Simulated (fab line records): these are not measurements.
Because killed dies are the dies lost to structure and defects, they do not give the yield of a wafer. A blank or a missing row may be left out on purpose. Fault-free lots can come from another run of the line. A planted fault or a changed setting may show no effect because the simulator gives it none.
Split-lot trial | flow berkeleyCmos170 | 23 wafers read across 5 lots, on a route 331 steps long

== ON THE SPLIT ==
At UCB170_START_OXIDATION_02 (target thk 20 nm, ox time 1800 s), the setting tempC was moved away from the recipe's 950 C on 20 of the 23 wafers read, by -2.4% to +2.7%. For the rest of the wafers, this setting stayed at what the recipe calls for.

There is no step in the file separating the split from the reading.

== THE READING ==
START_OXIDE_THK, in nm, at UCB170_START_THK_MEAS_03. Typical for fault-free wafers on this fab line: 19.9 nm, with standard deviation 0.4 nm.

wafer  | tool, chamber at the split | tempC as run, C | against the recipe | START_OXIDE_THK, nm | against lot-mates on the recipe
L074.1 | furnace-01, 0              | 950             | recipe             | 19.6                | -
L074.5 | furnace-01, 0              | 950             | recipe             | 19.8                | -
L074.6 | furnace-01, 0              | 950             | recipe             | 19.9                | -
L076.1 | -, -                       | 927.1           | -2.4%              | 15.8                | no lot-mate on the recipe
L076.3 | -, -                       | 927.1           | -2.4%              | 16.0                | no lot-mate on the recipe
L076.4 | -, -                       | 927.1           | -2.4%              | 15.9                | no lot-mate on the recipe
L076.5 | -, -                       | 927.1           | -2.4%              | 16.0                | no lot-mate on the recipe
L076.6 | -, -                       | 927.1           | -2.4%              | 15.9                | no lot-mate on the recipe
L079.2 | -, -                       | 963.8           | +1.5%              | 23.3                | no lot-mate on the recipe
L079.3 | -, -                       | 963.8           | +1.5%              | 23.6                | no lot-mate on the recipe
L079.4 | -, -                       | 963.8           | +1.5%              | 23.4                | no lot-mate on the recipe
L079.5 | -, -                       | 963.8           | +1.5%              | 23.1                | no lot-mate on the recipe
L079.6 | -, -                       | 963.8           | +1.5%              | 23.5                | no lot-mate on the recipe
L080.1 | -, -                       | 975.5           | +2.7%              | 24.9                | no lot-mate on the recipe
L080.2 | -, -                       | 975.5           | +2.7%              | 24.7                | no lot-mate on the recipe
L080.3 | -, -                       | 975.5           | +2.7%              | 24.9                | no lot-mate on the recipe
L080.4 | -, -                       | 975.5           | +2.7%              | 24.6                | no lot-mate on the recipe
L080.6 | -, -                       | 975.5           | +2.7%              | 24.6                | no lot-mate on the recipe
L083.1 | -, -                       | 961.2           | +1.2%              | 22.0                | no lot-mate on the recipe
L083.2 | -, -                       | 961.2           | +1.2%              | 21.9                | no lot-mate on the recipe
L083.3 | -, -                       | 961.2           | +1.2%              | 22.2                | no lot-mate on the recipe
L083.4 | -, -                       | 961.2           | +1.2%              | 22.1                | no lot-mate on the recipe
L083.5 | -, -                       | 961.2           | +1.2%              | 22.4                | no lot-mate on the recipe

THE FIT
A straight line over all 23 wafers: START_OXIDE_THK changes by +1.78 nm for each +1% of tempC; r = +0.99; the points scatter about the line by 0.39 nm.
Too few moved wafers have a lot-mate on the recipe to fit a line with each lot's own level taken away.

== THE WHOLE CHAIN: every reading that the file lists as answering this split, in the file's order ==
step                      | what it does                     | reading                                                                           | change (the file's fit)              | r (the file's)
UCB170_START_OXIDATION_02 | target thk 20 nm, ox time 1800 s | SiO2_of_START_OXIDATION_02.thkNm (the simulator's own value, which no gauge read) | +1.78 nm for each +1% of the setting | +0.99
UCB170_START_THK_MEAS_03  |                                  | START_OXIDE_THK                                                                   | +1.78 for each +1% of the setting    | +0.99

== FILE'S OWN FIT ==
START_OXIDE_THK changes by +1.78 nm for each +1% of tempC, r = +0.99.
